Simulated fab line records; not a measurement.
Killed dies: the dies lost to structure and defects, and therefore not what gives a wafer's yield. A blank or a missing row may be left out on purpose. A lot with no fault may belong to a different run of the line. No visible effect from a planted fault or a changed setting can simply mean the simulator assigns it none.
One fault seen from 2 desks -- flow berkeley-cmos170 -- only its own numbers are on each desk; what lay behind them is given at the end

== AT THE METROLOGY DESK ==
Means of the sampled wafers that have a number, per lot and without regard to the tool the lot ran on: this is what the gauges read. Any lot whose mean is over 4 standard deviations away from the usual mean is out of limits and marked OUT; that distance is given in the brackets.
Columns: A = SACOX_OXIDE_THK at UCB170_SACOX_THK_MEAS_02, usual 14.32 nm
lot,first seen here,A
L211,day 6 04:20,13.84
L212,day 6 09:35,14.40
L213,day 6 22:57,13.78
L214,day 6 22:58,14.16
L215,day 6 22:58,14.60
L217,day 7 10:58,14.65
L222,day 8 06:50,14.62
L226,day 8 18:56,13.88
L224,day 8 18:59,14.14
L230,day 9 18:48,14.72
L231,day 9 18:48,14.44
L232,day 10 17:37,14.49
L233,day 10 17:37,14.30
L234,day 11 02:54,14.19
This desk's finding: nothing out of limits on any of the 14 lots.

== DESK OF THE TOOL OWNER: rie-diel-04 ==
The tool's own readings at UCB170_GATE_ETCH_14 (etches BARC in N2/H2): means of the sampled wafers that have a number, for each lot that ran on this tool. Any lot whose mean is over 4 standard deviations away from the usual mean is out of limits and marked OUT; that distance is given in the brackets.
Columns: A = drypump-motor-current-A at UCB170_GATE_ETCH_14, usual 5.5 A; B = oes-product-au at UCB170_GATE_ETCH_14, usual 1.007 a.u.; C = throttle-valve-pct at UCB170_GATE_ETCH_14, usual 13.32 %
lot,first seen here,A,B,C
L212,day 7 20:20,5.4,1.004,13.37
L213,day 8 02:00,5.6,0.995,13.39
L214,day 8 02:22,5.4,0.951,13.36
L217,day 8 12:35,5.7,0.958,13.38
L232,day 11 23:56,5.6,0.998,13.38
This desk's finding: nothing out of limits on any of the 5 lots.

== BROUGHT TOGETHER ==
Metrology desk: nothing out of limits seen.
Nothing out of limits was seen by the tool owner's desk.

== WHAT THE SIMULATOR PUT IN ==
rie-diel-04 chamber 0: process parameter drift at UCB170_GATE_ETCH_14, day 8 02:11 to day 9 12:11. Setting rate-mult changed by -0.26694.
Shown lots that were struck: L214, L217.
